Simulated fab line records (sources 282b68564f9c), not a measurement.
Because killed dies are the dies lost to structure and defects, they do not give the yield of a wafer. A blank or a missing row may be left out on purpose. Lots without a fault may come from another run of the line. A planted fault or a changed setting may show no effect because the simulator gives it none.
Code-filled problem report in 8D (eight disciplines) form / flow rit-cmos / the parts of the form that need people (team, actions taken, sign-off) are left out

1. THE PROBLEM
At RIT_NRETRO_IMPLANT_08, beam-energy-keV averages 70.920 over 6 wafers from 2 lots, while fault-free wafers read 69.999, standard deviation 0.025. Relative to the usual mean, that is a shift of +37 standard deviations.
Earliest sighting: wafer L726.2 on implanter-03 at day 5 23:17. Wafers with a number at this step in the record: 18, from 6 lots. The rule behind "out" and "out of limits": a value lying over 4 standard deviations away from the usual mean. Any other wafer with a number is counted as sound.

2. WHAT IT IS, AND WHAT IT ISN'T
question=which readings at this step | is=beam-energy-keV | is not=-
question=which lots | is=L726, L727 | is not=L710, L718, L732, L733
question=which wafers of those lots | is=all that have a number | is not=-
question=read on which tools | is=implanter-03 | is not=implanter-02, implanter-04
question=when | is=from day 5 23:17 | is not=up to then (6 sound wafers); but 6 sound wafers of L732, L733 came after

3. WHAT RULES OUT EACH SUSPECT
Counting: a tool stays on the suspect list if, at a process step up to the reading, it processed all lots that are out and no sound lot following the first of them.
- implanter-03 at RIT_NRETRO_IMPLANT_08: kept. All lots that are out passed through it, beginning with L726 at day 5 23:17, and no sound lot followed; its final sound lot before that point was L718 at day 3 21:43. Out on those wafers are its own readings of beam-energy-keV.
Left after counting: implanter-03 at RIT_NRETRO_IMPLANT_08.

4. THE CAUSE (what the simulator had put in)
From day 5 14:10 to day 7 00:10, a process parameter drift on implanter-03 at RIT_NRETRO_IMPLANT_08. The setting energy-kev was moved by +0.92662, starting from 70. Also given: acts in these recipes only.
The count eliminated every tool but this one.

5. THE CHAIN OF EFFECTS, in route order
Each row: a reading whose mean over the struck wafers that have a number lies more than 3 standard deviations from the usual. Only readings for which the record gives a usual standard deviation are gone through. hours: the time from each lot's start at the first step in this table that gives one to its start at this step, as a median over the lots. sigmas: the change in usual standard deviations.
hours=0; step=RIT_NRETRO_IMPLANT_08; reading=beam-energy-keV; usual=69.999; on struck wafers=70.920; change=+0.921; sigmas=+37
Process steps it contains:
- RIT_NRETRO_IMPLANT_08

6. HOW IT WOULD HAVE BEEN CAUGHT EARLIER
9 hours passed between the start of the fault at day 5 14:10 and the first reading out of limits in this record, taken at day 5 23:17.
